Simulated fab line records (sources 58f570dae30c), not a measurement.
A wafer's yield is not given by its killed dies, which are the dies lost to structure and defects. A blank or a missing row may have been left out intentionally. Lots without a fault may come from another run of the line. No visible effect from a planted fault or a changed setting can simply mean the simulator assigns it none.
Split-lot trial :: flow berkeley-cmos170 :: route with 331 steps; 5 lots, 23 wafers read

== SPLIT DETAILS ==
At UCB170_V1_CMP_02 (polishes SiO2), the setting leave-above-ref-nm was moved away from the recipe's 1000 nm on 7 of the 23 wafers read, by -4.8% to +3.4%. The other wafers ran this setting at the recipe's value.

There is no step in the file separating the split from the reading.

== THE READING ==
V1_POLISHED_THK in nanometres, read at UCB170_V1_THK_MEAS_04. A value of 1001.1 nm with a standard deviation of 1 nm is what fault-free wafers of this fab line usually give.

wafer: L074.1
tool, chamber at the split: cmp-01, 1,2
leave-above-ref-nm as run, nm: 1000
against the recipe: recipe
V1_POLISHED_THK, nm: 1000.5
against lot-mates on the recipe: -

wafer: L074.2
tool, chamber at the split: cmp-01, 3
leave-above-ref-nm as run, nm: 1000
against the recipe: recipe
V1_POLISHED_THK, nm: 999.2
against lot-mates on the recipe: -

wafer: L074.3
tool, chamber at the split: cmp-01, 2
leave-above-ref-nm as run, nm: 1000
against the recipe: recipe
V1_POLISHED_THK, nm: 999.7
against lot-mates on the recipe: -

wafer: L074.4
tool, chamber at the split: cmp-01, 0
leave-above-ref-nm as run, nm: 1000
against the recipe: recipe
V1_POLISHED_THK, nm: 1000.1
against lot-mates on the recipe: -

wafer: L074.6
tool, chamber at the split: cmp-01, 1,2
leave-above-ref-nm as run, nm: 1000
against the recipe: recipe
V1_POLISHED_THK, nm: 999.6
against lot-mates on the recipe: -

wafer: L075.1
tool, chamber at the split: cmp-01, 0
leave-above-ref-nm as run, nm: 952
against the recipe: -4.8%
V1_POLISHED_THK, nm: 953.1
against lot-mates on the recipe: -47.9

wafer: L075.2
tool, chamber at the split: cmp-01, 1,2
leave-above-ref-nm as run, nm: 1000
against the recipe: recipe
V1_POLISHED_THK, nm: 1000.4
against lot-mates on the recipe: -

wafer: L075.3
tool, chamber at the split: cmp-01, 3
leave-above-ref-nm as run, nm: 952
against the recipe: -4.8%
V1_POLISHED_THK, nm: 953.7
against lot-mates on the recipe: -47.3

wafer: L075.4
tool, chamber at the split: cmp-01, 1,2
leave-above-ref-nm as run, nm: 1000
against the recipe: recipe
V1_POLISHED_THK, nm: 1001.7
against lot-mates on the recipe: -

wafer: L075.5
tool, chamber at the split: cmp-01, 3
leave-above-ref-nm as run, nm: 952
against the recipe: -4.8%
V1_POLISHED_THK, nm: 952.6
against lot-mates on the recipe: -48.4

wafer: L076.1
tool, chamber at the split: cmp-02, 1
leave-above-ref-nm as run, nm: 1000
against the recipe: recipe
V1_POLISHED_THK, nm: 1000.3
against lot-mates on the recipe: -

wafer: L076.3
tool, chamber at the split: cmp-02, 2
leave-above-ref-nm as run, nm: 960.9
against the recipe: -3.9%
V1_POLISHED_THK, nm: 962.5
against lot-mates on the recipe: -38.9

wafer: L076.4
tool, chamber at the split: cmp-02, 0
leave-above-ref-nm as run, nm: 960.9
against the recipe: -3.9%
V1_POLISHED_THK, nm: 963.8
against lot-mates on the recipe: -37.6

wafer: L076.5
tool, chamber at the split: cmp-02, 2
leave-above-ref-nm as run, nm: 1000
against the recipe: recipe
V1_POLISHED_THK, nm: 1001.4
against lot-mates on the recipe: -

wafer: L076.6
tool, chamber at the split: cmp-02, 1
leave-above-ref-nm as run, nm: 1000
against the recipe: recipe
V1_POLISHED_THK, nm: 1002.5
against lot-mates on the recipe: -

wafer: L082.1
tool, chamber at the split: cmp-02, 1,3
leave-above-ref-nm as run, nm: 1000
against the recipe: recipe
V1_POLISHED_THK, nm: 1000.5
against lot-mates on the recipe: -

wafer: L082.3
tool, chamber at the split: cmp-02, 1,3
leave-above-ref-nm as run, nm: 1000
against the recipe: recipe
V1_POLISHED_THK, nm: 1000.3
against lot-mates on the recipe: -

wafer: L082.5
tool, chamber at the split: cmp-02, 2
leave-above-ref-nm as run, nm: 1000
against the recipe: recipe
V1_POLISHED_THK, nm: 1000.3
against lot-mates on the recipe: -

wafer: L083.2
tool, chamber at the split: cmp-01, 3,2
leave-above-ref-nm as run, nm: 1034
against the recipe: +3.4%
V1_POLISHED_THK, nm: 1034.5
against lot-mates on the recipe: +33.1

wafer: L083.3
tool, chamber at the split: cmp-01, 0
leave-above-ref-nm as run, nm: 1000
against the recipe: recipe
V1_POLISHED_THK, nm: 1002.5
against lot-mates on the recipe: -

wafer: L083.4
tool, chamber at the split: cmp-01, 1
leave-above-ref-nm as run, nm: 1000
against the recipe: recipe
V1_POLISHED_THK, nm: 1001.8
against lot-mates on the recipe: -

wafer: L083.5
tool, chamber at the split: cmp-01, 3,2
leave-above-ref-nm as run, nm: 1034
against the recipe: +3.4%
V1_POLISHED_THK, nm: 1034.5
against lot-mates on the recipe: +33.1

wafer: L083.6
tool, chamber at the split: cmp-01, 3
leave-above-ref-nm as run, nm: 1000
against the recipe: recipe
V1_POLISHED_THK, nm: 1000.0
against lot-mates on the recipe: -
When a row names more than one chamber, that row covers several wafers, and the file does not tell which wafer ran in which chamber.

FIT RESULTS
A straight line over all 23 wafers: V1_POLISHED_THK changes by +9.85 nm for each +1% of leave-above-ref-nm; r = +1.00; the points scatter about the line by 0.95 nm.
The same after taking each lot's own level away (the mean of its wafers on the recipe; 23 wafers): +9.87 nm for each +1%; r = +1.00; scatter 0.71 nm.
According to that fit, moving leave-above-ref-nm by its largest amount changes the reading by 47 nm.
From 999.82 to 1001.43 nm: that is the span of the lots' own levels, equal to 1.6 times the standard deviation above.
The two slopes agree, so the slope changes little with the lot-to-lot level.
Check: with one of the wafers moved furthest among these (-4.8%) left out of the fit, the line predicts -47.4 nm for it against its lot-mates. Against them it came out at -47.9 nm.

== OTHER SPLITS APPLIED TO THESE WAFERS ==
These wafers also went through other splits before the reading. Each is held against what the fit with the lots' levels taken away leaves over:
other split on the same wafers: UCB170_CONTACT_EXPOSE_12 dose-mj
wafers away from the commonest value: 10
r with V1_POLISHED_THK (lot level and that fit taken away): +0.24

other split on the same wafers: UCB170_CONTACT_ETCH_18 over-etch-frac
wafers away from the commonest value: 7
r with V1_POLISHED_THK (lot level and that fit taken away): -0.05

other split on the same wafers: UCB170_M1_EXPOSE_06 dose-mj
wafers away from the commonest value: 6
r with V1_POLISHED_THK (lot level and that fit taken away): -0.31

== THE WHOLE CHAIN: every reading that the file lists as answering this split, in the file's order ==
step: UCB170_V1_CMP_02
what it does: polishes SiO2
reading: SiO2_of_V1_CVD_00.thk-nm (the simulator's own value, which no gauge read)
change (the file's fit): +9.8 nm for each +1% of the setting
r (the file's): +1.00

step: UCB170_V1_THK_MEAS_04
what it does: 
reading: V1_POLISHED_THK
change (the file's fit): +9.86 for each +1% of the setting
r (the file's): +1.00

step: UCB170_V1_ETCH_14
what it does: etches SiO2 in CHF3/CF4/Ar, stops on Al, target depth 1250 nm, time 291 s
reading: etch.depth-nm (the simulator's own value, which no gauge read)
change (the file's fit): +9.8 nm for each +1% of the setting
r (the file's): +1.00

step: UCB170_V1_ETCH_14
what it does: etches SiO2 in CHF3/CF4/Ar, stops on Al, target depth 1250 nm, time 291 s
reading: V1.feature-depth-nm (the simulator's own value, which no gauge read)
change (the file's fit): +9.8 nm for each +1% of the setting
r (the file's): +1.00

== FILE'S OWN FIT ==
V1_POLISHED_THK changes by +9.86 nm for each +1% of leave-above-ref-nm, r = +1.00.
